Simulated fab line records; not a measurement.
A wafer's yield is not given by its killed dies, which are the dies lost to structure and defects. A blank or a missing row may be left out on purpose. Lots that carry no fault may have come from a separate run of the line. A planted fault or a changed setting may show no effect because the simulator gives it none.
Chamber matching / flow berkeley_cmos170 / cmp-02 running UCB170_V1_CMP_02: 4 sister chambers
The step polishes SiO2. 14 wafers are shown with their chamber, then 7 later ones without.

## WAFERS PAIRED WITH THEIR CHAMBERS
wafer=L572.1; chamber=2; motor_current_A (A)=15.0
wafer=L572.2; chamber=3; motor_current_A (A)=16.3
wafer=L572.6; chamber=0; motor_current_A (A)=18.0
wafer=L576.1; chamber=0; motor_current_A (A)=18.3
wafer=L576.3; chamber=2; motor_current_A (A)=15.8
wafer=L576.4; chamber=1; motor_current_A (A)=15.6
wafer=L580.1; chamber=0; motor_current_A (A)=17.8
wafer=L580.4; chamber=3; motor_current_A (A)=16.2
wafer=L580.6; chamber=0; motor_current_A (A)=18.0
wafer=L578.2; chamber=3; motor_current_A (A)=17.9
wafer=L578.5; chamber=0; motor_current_A (A)=17.7
wafer=L578.6; chamber=3; motor_current_A (A)=16.3
wafer=L585.1; chamber=1; motor_current_A (A)=16.8
wafer=L585.2; chamber=2; motor_current_A (A)=14.9

SIGNATURES (averages over the wafers above)
reading=motor_current_A; chamber 0=17.960; chamber 1=16.200; chamber 2=15.233; chamber 3=16.675; scatter within a chamber=0.585
Rule: a wafer's distance from a chamber is the root of the sum, over the readings, of the square of ((its reading less the chamber's mean) divided by the reading's scatter). The wafer belongs to the nearest chamber; if the next one is less than 2 further off, it can't be placed. The scatter is the square root of a quotient: the sum, over the shown wafers, of each reading's squared deviation from its chamber's mean, divided by wafers minus chambers.

## WAFERS WHOSE CHAMBER IS MISSING
wafer=L585.5; motor_current_A (A)=16.7
wafer=L588.1; motor_current_A (A)=15.8
wafer=L588.2; motor_current_A (A)=16.9
wafer=L588.3; motor_current_A (A)=17.5
wafer=L589.2; motor_current_A (A)=18.8
wafer=L589.4; motor_current_A (A)=16.3
wafer=L589.6; motor_current_A (A)=16.0

## THE CHAMBER EACH PASSED THROUGH
wafer=L585.5; from the rows above=can't be placed: 3 or 1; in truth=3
wafer=L588.1; from the rows above=can't be placed: 1 or 2 or 3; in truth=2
wafer=L588.2; from the rows above=can't be placed: 3 or 1 or 0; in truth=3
wafer=L588.3; from the rows above=can't be placed: 0 or 3 or 1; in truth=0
wafer=L589.2; from the rows above=0; in truth=0
wafer=L589.4; from the rows above=can't be placed: 1 or 3 or 2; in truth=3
wafer=L589.6; from the rows above=can't be placed: 1 or 3 or 2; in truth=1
Correct placement for 1 of the 7. Cannot be placed on the basis of these rows: 6; the candidates contain the true chamber in 6. 0 placed wrongly.
